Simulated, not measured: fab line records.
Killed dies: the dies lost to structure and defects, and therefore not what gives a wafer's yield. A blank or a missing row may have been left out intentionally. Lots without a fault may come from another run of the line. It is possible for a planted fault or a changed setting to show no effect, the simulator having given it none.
fab line records :: flow berkeleyCmos170 :: part 2 of 2: steps 31 to 41 of 41
[record]
  lots = 5
  wafers = 15
  lastDay = 11
route steps=331 shown M1@238 V1@254 M2@271
lots that met no fault: from a run of the same line without faults
startH: start of the lot's first displayed wafer, in hours after the record's first day :: waitH: time in hours since the lot's previous step :: " unchanged from the row above :: L1.1+2: a row that stands for several wafers :: - either no value or no given start :: * or withheld: withheld :: < > ~ a bound
route shown NAME@n: NAME is a module with steps in the file, n the number in the route of the first one :: usual: mean/standard deviation of fault-free wafers :: same: alike in all rows :: chamber/n: place in a boat :: sites: per-site readings :: _std_site: how widely they spread, as a standard deviation :: _edge_site: inner sites' mean taken away from outer sites' mean :: radiusMm: for every site, how far away it sits from the centre of the wafer :: mask NAME#n: copy n :: behind: the last tool/chamber to shape the wafer :: hold: why the lot went on hold/how many hours it stayed there/how the hold came to an end :: device: the n, p or np transistor that did not switch :: end of line: tests run on the same wafers once the route is complete :: for a step that has no rows: nothing shown but its recipe :: killed: the dies lost at the first sort to structure and to defects; this is not the yield of the wafer :: map: the dies of a wafer, with x for killed, . for not killed, _ for no die there
set.NAME: the run value of the setting; set.NAME@STEP: its run value at that earlier step :: model.NAME: the simulator's own value behind a step, which no gauge read
lots seen at some steps along the route; tables by step, rows by wafer
services: a tool's chamber out of use, with start hour (startH, from the record's first day; less than 0 if before it), hours out, and reason
[[steps]]
[step UCB170_V1_ETCH_14]
[recipe]
  chemistry = CHF3/CF4/Ar
  target = SiO2
  stopOn = Al
  CHF3_flow_sccm = 45
  cf4FlowSccm = 15
  Ar_flow_sccm = 150
  pressureMtorr = 200
  rfW = 700
  targetDepthA = 12500
  overEtchFrac = 0.25
  timeS = 291
[usual]
  drypumpMotorCurrentA = 5.5/0.39
  oesProductAu = 0.870/0.013
  throttleValvePct = 6.99/0.089
[same]
  overEtchFrac = 0.25
lot.wafer: L079.1
tool: rieDiel-04
chamber: 1
startH: 171.96
waitH: 0.0
drypumpMotorCurrentA: 5.0
oesProductAu: 0.873
rfHoursCounterH: 94
throttleValvePct: 6.99

lot.wafer: L079.2
tool: rieDiel-04
chamber: 2
startH: 171.96
waitH: 0.0
drypumpMotorCurrentA: 5.3
oesProductAu: 0.854
rfHoursCounterH: 90
throttleValvePct: 7.09

lot.wafer: L079.6
tool: rieDiel-04
chamber: 0
startH: 171.96
waitH: 0.0
drypumpMotorCurrentA: 5.7
oesProductAu: 0.874
rfHoursCounterH: -
throttleValvePct: 7.10

lot.wafer: L082.1
tool: rieDiel-04
chamber: 2
startH: 181.13
waitH: 0.0
drypumpMotorCurrentA: 5.3
oesProductAu: 0.853
rfHoursCounterH: 90
throttleValvePct: 7.10

lot.wafer: L082.3
tool: rieDiel-04
chamber: 3
startH: 181.13
waitH: 0.0
drypumpMotorCurrentA: 5.2
oesProductAu: 0.848
rfHoursCounterH: 2
throttleValvePct: 7.04

lot.wafer: L082.6
tool: rieDiel-04
chamber: 0
startH: 181.13
waitH: 0.0
drypumpMotorCurrentA: 5.7
oesProductAu: 0.885
rfHoursCounterH: -
throttleValvePct: 7.10

lot.wafer: L084.2
tool: rieDiel-01
chamber: 0
startH: 195.70
waitH: 0.0
drypumpMotorCurrentA: 5.9
oesProductAu: 0.871
rfHoursCounterH: 130
throttleValvePct: 6.98

lot.wafer: L084.3
tool: rieDiel-01
chamber: 2
startH: 195.70
waitH: 0.0
drypumpMotorCurrentA: 5.9
oesProductAu: 0.873
rfHoursCounterH: 123
throttleValvePct: 6.93

lot.wafer: L084.4
tool: rieDiel-01
chamber: 1
startH: 195.70
waitH: 0.0
drypumpMotorCurrentA: 6.2
oesProductAu: 0.879
rfHoursCounterH: 85
throttleValvePct: 6.97

lot.wafer: L090.1
tool: rieDiel-01
chamber: 1
startH: 234.61
waitH: 0.0
drypumpMotorCurrentA: 6.2
oesProductAu: 0.885
rfHoursCounterH: 86
throttleValvePct: 6.97

lot.wafer: L090.3
tool: rieDiel-01
chamber: 0
startH: 234.61
waitH: 0.0
drypumpMotorCurrentA: 5.9
oesProductAu: 0.867
rfHoursCounterH: 131
throttleValvePct: 6.98

lot.wafer: L090.6
tool: rieDiel-01
chamber: 0
startH: 234.61
waitH: 0.0
drypumpMotorCurrentA: 5.9
oesProductAu: 0.866
rfHoursCounterH: -
throttleValvePct: 6.96

lot.wafer: L093.1
tool: rieDiel-01
chamber: 2
startH: 252.83
waitH: 0.0
drypumpMotorCurrentA: 5.9
oesProductAu: 0.883
rfHoursCounterH: 125
throttleValvePct: 6.93

lot.wafer: L093.2
tool: rieDiel-01
chamber: 1
startH: 252.83
waitH: 0.0
drypumpMotorCurrentA: 6.2
oesProductAu: 0.886
rfHoursCounterH: 87
throttleValvePct: 6.96

lot.wafer: L093.6
tool: rieDiel-01
chamber: 1
startH: 252.83
waitH: 0.0
drypumpMotorCurrentA: 6.2
oesProductAu: 0.891
rfHoursCounterH: -
throttleValvePct: 6.96
[step UCB170_V1_STRIP_15]
[recipe]
  chemistry = O2
  powerW = 400
  pressureMtorr = 3500
  platenTempC = withheld
  o2FlowSccm = 400
  overashFraction = 0.5
[usual]
  drypumpMotorCurrentA = 5.8/0.57
  oesProductAu = 0.722/0.0046
  stripTimeToEndpointS = 15.34/0.097
lot.wafer: L079.1
tool: plasmaAsher-02
chamber: 0
startH: 172.14
waitH: 0.1
drypumpMotorCurrentA: 5.6
oesProductAu: 0.720
rfHoursCounterH: 43
stripTimeToEndpointS: 15.34

lot.wafer: L079.2
tool: plasmaAsher-02
chamber: 1
startH: 172.14
waitH: 0.1
drypumpMotorCurrentA: 6.8
oesProductAu: 0.718
rfHoursCounterH: 43
stripTimeToEndpointS: 15.38

lot.wafer: L079.6
tool: plasmaAsher-02
chamber: 0
startH: 172.14
waitH: 0.1
drypumpMotorCurrentA: 5.6
oesProductAu: 0.710
rfHoursCounterH: -
stripTimeToEndpointS: 15.42

lot.wafer: L082.1
tool: plasmaAsher-02
chamber: 1
startH: 181.30
waitH: 0.1
drypumpMotorCurrentA: 6.8
oesProductAu: 0.723
rfHoursCounterH: 44
stripTimeToEndpointS: 15.38

lot.wafer: L082.3
tool: plasmaAsher-02
chamber: 0
startH: 181.30
waitH: 0.1
drypumpMotorCurrentA: 5.6
oesProductAu: 0.727
rfHoursCounterH: -
stripTimeToEndpointS: 15.33

lot.wafer: L082.6
tool: plasmaAsher-02
chamber: 0
startH: 181.30
waitH: 0.1
drypumpMotorCurrentA: 5.6
oesProductAu: 0.716
rfHoursCounterH: -
stripTimeToEndpointS: 15.38

lot.wafer: L084.2
tool: plasmaAsher-01
chamber: 1
startH: 195.88
waitH: 0.1
drypumpMotorCurrentA: 4.9
oesProductAu: 0.720
rfHoursCounterH: 52
stripTimeToEndpointS: 15.23

lot.wafer: L084.3
tool: plasmaAsher-01
chamber: 0
startH: 195.88
waitH: 0.1
drypumpMotorCurrentA: 5.4
oesProductAu: 0.712
rfHoursCounterH: -
stripTimeToEndpointS: 15.39

lot.wafer: L084.4
tool: plasmaAsher-01
chamber: 1
startH: 195.88
waitH: 0.1
drypumpMotorCurrentA: 4.9
oesProductAu: 0.721
rfHoursCounterH: -
stripTimeToEndpointS: 15.31

lot.wafer: L090.1
tool: plasmaAsher-03
chamber: 0
startH: 234.79
waitH: 0.1
drypumpMotorCurrentA: 5.7
oesProductAu: 0.721
rfHoursCounterH: 10
stripTimeToEndpointS: 15.18

lot.wafer: L090.3
tool: plasmaAsher-03
chamber: 0
startH: 234.79
waitH: 0.1
drypumpMotorCurrentA: 5.7
oesProductAu: 0.722
rfHoursCounterH: -
stripTimeToEndpointS: 15.12

lot.wafer: L090.6
tool: plasmaAsher-03
chamber: 0
startH: 234.79
waitH: 0.1
drypumpMotorCurrentA: 5.7
oesProductAu: 0.712
rfHoursCounterH: -
stripTimeToEndpointS: 15.15

lot.wafer: L093.1
tool: plasmaAsher-02
chamber: 1
startH: 253.00
waitH: 0.1
drypumpMotorCurrentA: 6.8
oesProductAu: 0.726
rfHoursCounterH: 51
stripTimeToEndpointS: 15.42

lot.wafer: L093.2
tool: plasmaAsher-02
chamber: 0
startH: 253.00
waitH: 0.1
drypumpMotorCurrentA: 5.7
oesProductAu: 0.723
rfHoursCounterH: 51
stripTimeToEndpointS: 15.35

lot.wafer: L093.6
tool: plasmaAsher-02
chamber: 0
startH: 253.00
waitH: 0.1
drypumpMotorCurrentA: 5.7
oesProductAu: 0.720
rfHoursCounterH: -
stripTimeToEndpointS: 15.41
[step UCB170_V1_CD_MEAS_90]
[recipe]
  targetCdNm = 700
[usual]
  cdNm = 700.5/1.3
lot.wafer: L079.1
tool: cdSem-01
chamber: -
startH: 172.24
waitH: 0.1
cdNm: 702.1

lot.wafer: L079.2
tool: cdSem-01
chamber: -
startH: 172.24
waitH: 0.1
cdNm: 702.9

lot.wafer: L079.6
tool: cdSem-01
chamber: -
startH: 172.24
waitH: 0.1
cdNm: 701.9

lot.wafer: L082.1
tool: cdSem-02
chamber: -
startH: 181.40
waitH: 0.1
cdNm: 700.0

lot.wafer: L082.3
tool: cdSem-02
chamber: -
startH: 181.40
waitH: 0.1
cdNm: 697.7

lot.wafer: L082.6
tool: cdSem-02
chamber: -
startH: 181.40
waitH: 0.1
cdNm: 699.1

lot.wafer: L084.2
tool: cdSem-02
chamber: -
startH: 196.10
waitH: 0.2
cdNm: 700.7

lot.wafer: L084.3
tool: cdSem-02
chamber: -
startH: 196.10
waitH: 0.2
cdNm: 699.6

lot.wafer: L084.4
tool: cdSem-02
chamber: -
startH: 196.10
waitH: 0.2
cdNm: 701.4

lot.wafer: L090.1
tool: cdSem-01
chamber: -
startH: 234.89
waitH: 0.1
cdNm: 700.7

lot.wafer: L090.3
tool: cdSem-01
chamber: -
startH: 234.89
waitH: 0.1
cdNm: 697.9

lot.wafer: L090.6
tool: cdSem-01
chamber: -
startH: 234.89
waitH: 0.1
cdNm: 697.6

lot.wafer: L093.1
tool: cdSem-02
chamber: -
startH: 253.10
waitH: 0.1
cdNm: 700.8

lot.wafer: L093.2
tool: cdSem-02
chamber: -
startH: 253.10
waitH: 0.1
cdNm: 703.5

lot.wafer: L093.6
tool: cdSem-02
chamber: -
startH: 253.10
waitH: 0.1
cdNm: 701.1
[step UCB170_M2_PRE_CLEAN_00]
[recipe]
  gas = Ar
  precleanEtchTimeS = 60
[same]
  precleanEtchTimeS = 60
lot.wafer: L079.1+2+6
tool: pvdSputter-01
chamber: -
startH: 172.36
waitH: 0.1

lot.wafer: L082.1+3+6
tool: pvdSputter-01
chamber: -
startH: 181.52
waitH: 0.1

lot.wafer: L084.2+3+4
tool: pvdSputter-04
chamber: -
startH: 196.20
waitH: 0.1

lot.wafer: L090.1+3+6
tool: pvdSputter-04
chamber: -
startH: 235.01
waitH: 0.1

lot.wafer: L093.1+2+6
tool: pvdSputter-03
chamber: -
startH: 253.22
waitH: 0.1
[step UCB170_M2_SPUTTER_01]
[recipe]
  material = Al
  targetThkNm = 900
  timeS = 120
  powerW = 6000
  chamberPressurePa = 0.5
[usual]
  throttleValvePct = 30.0/1.3
lot.wafer: L079.1
tool: pvdSputter-01
chamber: -
startH: 172.42
waitH: 0.0
throttleValvePct: 30.9

lot.wafer: L079.2
tool: pvdSputter-01
chamber: -
startH: 172.42
waitH: 0.0
throttleValvePct: 30.4

lot.wafer: L079.6
tool: pvdSputter-01
chamber: -
startH: 172.42
waitH: 0.0
throttleValvePct: 28.0

lot.wafer: L082.1
tool: pvdSputter-01
chamber: -
startH: 181.59
waitH: 0.0
throttleValvePct: 30.7

lot.wafer: L082.3
tool: pvdSputter-01
chamber: -
startH: 181.59
waitH: 0.0
throttleValvePct: 30.4

lot.wafer: L082.6
tool: pvdSputter-01
chamber: -
startH: 181.59
waitH: 0.0
throttleValvePct: 30.5

lot.wafer: L084.2
tool: pvdSputter-04
chamber: -
startH: 196.26
waitH: 0.0
throttleValvePct: 28.4

lot.wafer: L084.3
tool: pvdSputter-04
chamber: -
startH: 196.26
waitH: 0.0
throttleValvePct: 30.5

lot.wafer: L084.4
tool: pvdSputter-04
chamber: -
startH: 196.26
waitH: 0.0
throttleValvePct: 30.3

lot.wafer: L090.1
tool: pvdSputter-04
chamber: -
startH: 235.08
waitH: 0.0
throttleValvePct: 28.2

lot.wafer: L090.3
tool: pvdSputter-04
chamber: -
startH: 235.08
waitH: 0.0
throttleValvePct: 28.2

lot.wafer: L090.6
tool: pvdSputter-04
chamber: -
startH: 235.08
waitH: 0.0
throttleValvePct: 28.1

lot.wafer: L093.1
tool: pvdSputter-03
chamber: -
startH: 253.29
waitH: 0.0
throttleValvePct: 29.8

lot.wafer: L093.2
tool: pvdSputter-03
chamber: -
startH: 253.29
waitH: 0.0
throttleValvePct: 30.4

lot.wafer: L093.6
tool: pvdSputter-03
chamber: -
startH: 253.29
waitH: 0.0
throttleValvePct: 31.9
[step UCB170_M2_RS_MEAS_02]
[recipe]
  thkMeasGauge = four-point-probe
  reads = Al_of_M2_SPUTTER_01
[usual]
  M2_AL_RS = 0.03207/0.00022
lot.wafer: L079.1
tool: filmMetro-04
chamber: -
startH: 172.51
waitH: 0.0
M2_AL_RS[ohm/sq]: 0.03177

lot.wafer: L079.2
tool: filmMetro-04
chamber: -
startH: 172.51
waitH: 0.0
M2_AL_RS[ohm/sq]: 0.03184

lot.wafer: L079.6
tool: filmMetro-04
chamber: -
startH: 172.51
waitH: 0.0
M2_AL_RS[ohm/sq]: 0.03205

lot.wafer: L082.1
tool: filmMetro-04
chamber: -
startH: 181.67
waitH: 0.0
M2_AL_RS[ohm/sq]: 0.03192

lot.wafer: L082.3
tool: filmMetro-04
chamber: -
startH: 181.67
waitH: 0.0
M2_AL_RS[ohm/sq]: 0.0323

lot.wafer: L082.6
tool: filmMetro-04
chamber: -
startH: 181.67
waitH: 0.0
M2_AL_RS[ohm/sq]: 0.03176

lot.wafer: L084.2
tool: filmMetro-01
chamber: -
startH: 196.37
waitH: 0.1
M2_AL_RS[ohm/sq]: 0.03191

lot.wafer: L084.3
tool: filmMetro-01
chamber: -
startH: 196.37
waitH: 0.1
M2_AL_RS[ohm/sq]: 0.03215

lot.wafer: L084.4
tool: filmMetro-01
chamber: -
startH: 196.37
waitH: 0.1
M2_AL_RS[ohm/sq]: 0.03205

lot.wafer: L090.1
tool: filmMetro-03
chamber: -
startH: 235.16
waitH: 0.0
M2_AL_RS[ohm/sq]: 0.03217

lot.wafer: L090.3
tool: filmMetro-03
chamber: -
startH: 235.16
waitH: 0.0
M2_AL_RS[ohm/sq]: 0.0323

lot.wafer: L090.6
tool: filmMetro-03
chamber: -
startH: 235.16
waitH: 0.0
M2_AL_RS[ohm/sq]: 0.0322

lot.wafer: L093.1
tool: filmMetro-04
chamber: -
startH: 253.37
waitH: 0.0
M2_AL_RS[ohm/sq]: 0.0317

lot.wafer: L093.2
tool: filmMetro-04
chamber: -
startH: 253.37
waitH: 0.0
M2_AL_RS[ohm/sq]: 0.03153

lot.wafer: L093.6
tool: filmMetro-04
chamber: -
startH: 253.37
waitH: 0.0
M2_AL_RS[ohm/sq]: 0.03205
[step UCB170_M2_THK_MEAS_03]
[recipe]
  thkMeasGauge = xrf
  reads = Al_of_M2_SPUTTER_01
[usual]
  M2_AL_THK = 885/8.4
lot.wafer: L079.1
tool: filmMetro-04
chamber: -
startH: 172.63
waitH: 0.1
M2_AL_THK[nm]: 887

lot.wafer: L079.2
tool: filmMetro-04
chamber: -
startH: 172.63
waitH: 0.1
M2_AL_THK[nm]: 886

lot.wafer: L079.6
tool: filmMetro-04
chamber: -
startH: 172.63
waitH: 0.1
M2_AL_THK[nm]: 876

lot.wafer: L082.1
tool: filmMetro-04
chamber: -
startH: 181.79
waitH: 0.1
M2_AL_THK[nm]: 876

lot.wafer: L082.3
tool: filmMetro-04
chamber: -
startH: 181.79
waitH: 0.1
M2_AL_THK[nm]: 877

lot.wafer: L082.6
tool: filmMetro-04
chamber: -
startH: 181.79
waitH: 0.1
M2_AL_THK[nm]: 877

lot.wafer: L084.2
tool: filmMetro-01
chamber: -
startH: 196.48
waitH: 0.1
M2_AL_THK[nm]: 896

lot.wafer: L084.3
tool: filmMetro-01
chamber: -
startH: 196.48
waitH: 0.1
M2_AL_THK[nm]: 890

lot.wafer: L084.4
tool: filmMetro-01
chamber: -
startH: 196.48
waitH: 0.1
M2_AL_THK[nm]: 893

lot.wafer: L090.1
tool: filmMetro-03
chamber: -
startH: 235.28
waitH: 0.1
M2_AL_THK[nm]: 882

lot.wafer: L090.3
tool: filmMetro-03
chamber: -
startH: 235.28
waitH: 0.1
M2_AL_THK[nm]: 878

lot.wafer: L090.6
tool: filmMetro-03
chamber: -
startH: 235.28
waitH: 0.1
M2_AL_THK[nm]: 882

lot.wafer: L093.1
tool: filmMetro-04
chamber: -
startH: 253.49
waitH: 0.1
M2_AL_THK[nm]: 885

lot.wafer: L093.2
tool: filmMetro-04
chamber: -
startH: 253.49
waitH: 0.1
M2_AL_THK[nm]: 888

lot.wafer: L093.6
tool: filmMetro-04
chamber: -
startH: 253.49
waitH: 0.1
M2_AL_THK[nm]: 880
[step UCB170_M2_HMDS_04]
[recipe]
  primeTimeS = 60
  primeTempC = 100
lot.wafer: L079.1+2+6
tool: lithoTrack-02
chamber: 0
startH: 172.79
waitH: 0.2

lot.wafer: L082.1+3+6
tool: lithoTrack-04
chamber: 0
startH: 181.85
waitH: 0.1

lot.wafer: L084.2+3+4
tool: lithoTrack-03
chamber: 0
startH: 196.55
waitH: 0.1

lot.wafer: L090.1+3+6
tool: lithoTrack-02
chamber: 0
startH: 235.34
waitH: 0.1

lot.wafer: L093.1+2+6
tool: lithoTrack-02
chamber: 0
startH: 253.55
waitH: 0.1
[step UCB170_M2_COAT_05]
[recipe]
  resist = KrF
  spinRpm = 1510
  resistThkNm = 900
lot.wafer: L079.1+2+6
tool: lithoTrack-02
chamber: 0
startH: 172.94
waitH: 0.1

lot.wafer: L082.1+3+6
tool: lithoTrack-04
chamber: 0
startH: 182.00
waitH: 0.1

lot.wafer: L084.2+3+4
tool: lithoTrack-03
chamber: 0
startH: 196.70
waitH: 0.1

lot.wafer: L090.1+3+6
tool: lithoTrack-02
chamber: 0
startH: 235.49
waitH: 0.1

lot.wafer: L093.1+2+6
tool: lithoTrack-02
chamber: 0
startH: 253.70
waitH: 0.1
[step UCB170_M2_SOFTBAKE_06]
[recipe]
  resist = KrF
  tempC = 130
  timeS = 60
lot.wafer: L079.1+2+6
tool: lithoTrack-02
chamber: 0
startH: 173.09
waitH: 0.1

lot.wafer: L082.1+3+6
tool: lithoTrack-04
chamber: 0
startH: 182.15
waitH: 0.1

lot.wafer: L084.2+3+4
tool: lithoTrack-03
chamber: 0
startH: 196.85
waitH: 0.1

lot.wafer: L090.1+3+6
tool: lithoTrack-02
chamber: 0
startH: 235.64
waitH: 0.1

lot.wafer: L093.1+2+6
tool: lithoTrack-02
chamber: 0
startH: 253.85
waitH: 0.1
[step UCB170_M2_STRIP_07]
[recipe]
  chemistry = O2
  powerW = 400
  pressureMtorr = 3500
  platenTempC = withheld
  o2FlowSccm = 400
  overashFraction = 0.5
[usual]
  drypumpMotorCurrentA = 5.4/0.31
  oesProductAu = 0.735/0.0046
  stripTimeToEndpointS = 21.95/0.062
lot.wafer: L079.1
tool: plasmaAsher-04
chamber: 1
startH: 173.24
waitH: 0.1
drypumpMotorCurrentA: 5.6
oesProductAu: 0.738
rfHoursCounterH: 52
stripTimeToEndpointS: 21.95

lot.wafer: L079.2
tool: plasmaAsher-04
chamber: 0
startH: 173.24
waitH: 0.1
drypumpMotorCurrentA: 5.4
oesProductAu: 0.741
rfHoursCounterH: 52
stripTimeToEndpointS: 21.99

lot.wafer: L079.6
tool: plasmaAsher-04
chamber: 0
startH: 173.24
waitH: 0.1
drypumpMotorCurrentA: 5.4
oesProductAu: 0.738
rfHoursCounterH: -
stripTimeToEndpointS: 21.94

lot.wafer: L082.1
tool: plasmaAsher-01
chamber: 1
startH: 182.30
waitH: 0.1
drypumpMotorCurrentA: 4.9
oesProductAu: 0.731
rfHoursCounterH: 51
stripTimeToEndpointS: 21.95

lot.wafer: L082.3
tool: plasmaAsher-01
chamber: 1
startH: 182.30
waitH: 0.1
drypumpMotorCurrentA: 4.9
oesProductAu: 0.736
rfHoursCounterH: -
stripTimeToEndpointS: 21.94

lot.wafer: L082.6
tool: plasmaAsher-01
chamber: 0
startH: 182.30
waitH: 0.1
drypumpMotorCurrentA: 5.4
oesProductAu: 0.733
rfHoursCounterH: -
stripTimeToEndpointS: 21.93

lot.wafer: L084.2
tool: plasmaAsher-04
chamber: 0
startH: 196.98
waitH: 0.1
drypumpMotorCurrentA: 5.4
oesProductAu: 0.732
rfHoursCounterH: 54
stripTimeToEndpointS: 21.98

lot.wafer: L084.3
tool: plasmaAsher-04
chamber: 1
startH: 196.98
waitH: 0.1
drypumpMotorCurrentA: 5.5
oesProductAu: 0.735
rfHoursCounterH: -
stripTimeToEndpointS: 21.94

lot.wafer: L084.4
tool: plasmaAsher-04
chamber: 0
startH: 196.98
waitH: 0.1
drypumpMotorCurrentA: 5.4
oesProductAu: 0.737
rfHoursCounterH: -
stripTimeToEndpointS: 22.03

lot.wafer: L090.1
tool: plasmaAsher-04
chamber: 1
startH: 235.79
waitH: 0.1
drypumpMotorCurrentA: 5.6
oesProductAu: 0.735
rfHoursCounterH: 58
stripTimeToEndpointS: 21.99

lot.wafer: L090.3
tool: plasmaAsher-04
chamber: 0
startH: 235.79
waitH: 0.1
drypumpMotorCurrentA: 5.4
oesProductAu: 0.726
rfHoursCounterH: -
stripTimeToEndpointS: 21.95

lot.wafer: L090.6
tool: plasmaAsher-04
chamber: 1
startH: 235.79
waitH: 0.1
drypumpMotorCurrentA: 5.6
oesProductAu: 0.741
rfHoursCounterH: -
stripTimeToEndpointS: 21.99

lot.wafer: L093.1
tool: plasmaAsher-01
chamber: 0
startH: 254.00
waitH: 0.1
drypumpMotorCurrentA: 5.4
oesProductAu: 0.722
rfHoursCounterH: 58
stripTimeToEndpointS: 21.91

lot.wafer: L093.2
tool: plasmaAsher-01
chamber: 1
startH: 254.00
waitH: 0.1
drypumpMotorCurrentA: 4.9
oesProductAu: 0.735
rfHoursCounterH: 58
stripTimeToEndpointS: 21.93

lot.wafer: L093.6
tool: plasmaAsher-01
chamber: 0
startH: 254.00
waitH: 0.1
drypumpMotorCurrentA: 5.4
oesProductAu: 0.741
rfHoursCounterH: -
stripTimeToEndpointS: 21.92
[[services]]
tool: rieMetal-02
chamber: 1
startH: 143.84
hours: 13.4
kind: repair

tool: krfScanner-01
chamber: -
startH: 145.19
hours: 1.3
kind: pm

tool: rieDiel-01
chamber: 0
startH: 146.73
hours: 1.7
kind: repair

tool: furnace-01
chamber: -
startH: 149.92
hours: 3.2
kind: pm

tool: krfScanner-02
chamber: -
startH: 150.61
hours: 1.3
kind: pm

tool: rieDiel-01
chamber: 2
startH: 153.41
hours: 18.0
kind: repair

tool: furnace-03
chamber: -
startH: 159.53
hours: 4.1
kind: pm

tool: pvdSputter-03
chamber: -
startH: 160.20
hours: 1.0
kind: repair

tool: krfScanner-02
chamber: -
startH: 165.43
hours: 0.9
kind: repair

tool: rieDiel-01
chamber: 1
startH: 175.21
hours: 5.9
kind: repair

tool: krfScanner-01
chamber: -
startH: 175.39
hours: 1.0
kind: pm

tool: krfScanner-01
chamber: -
startH: 177.18
hours: 4.0
kind: repair

tool: krfScanner-02
chamber: -
startH: 178.76
hours: 0.4
kind: repair

tool: krfScanner-01
chamber: -
startH: 183.36
hours: 0.5
kind: repair

tool: wetBench-04
chamber: -
startH: 189.31
hours: 1.9
kind: repair

tool: cmp-01
chamber: -
startH: 190.14
hours: 4.1
kind: repair

tool: pecvd-02
chamber: -
startH: 195.81
hours: 14.6
kind: pm

tool: krfScanner-01
chamber: -
startH: 207.30
hours: 2.5
kind: repair

tool: krfScanner-02
chamber: -
startH: 212.93
hours: 1.0
kind: pm

tool: rieDiel-01
chamber: 3
startH: 219.57
hours: 15.3
kind: repair

tool: rieDiel-01
chamber: 1
startH: 229.18
hours: 4.9
kind: repair

tool: cmp-02
chamber: -
startH: 232.00
hours: 4.0
kind: pm

tool: pecvd-02
chamber: -
startH: 242.50
hours: 14.0
kind: pm

tool: krfScanner-02
chamber: -
startH: 251.73
hours: 3.6
kind: pm
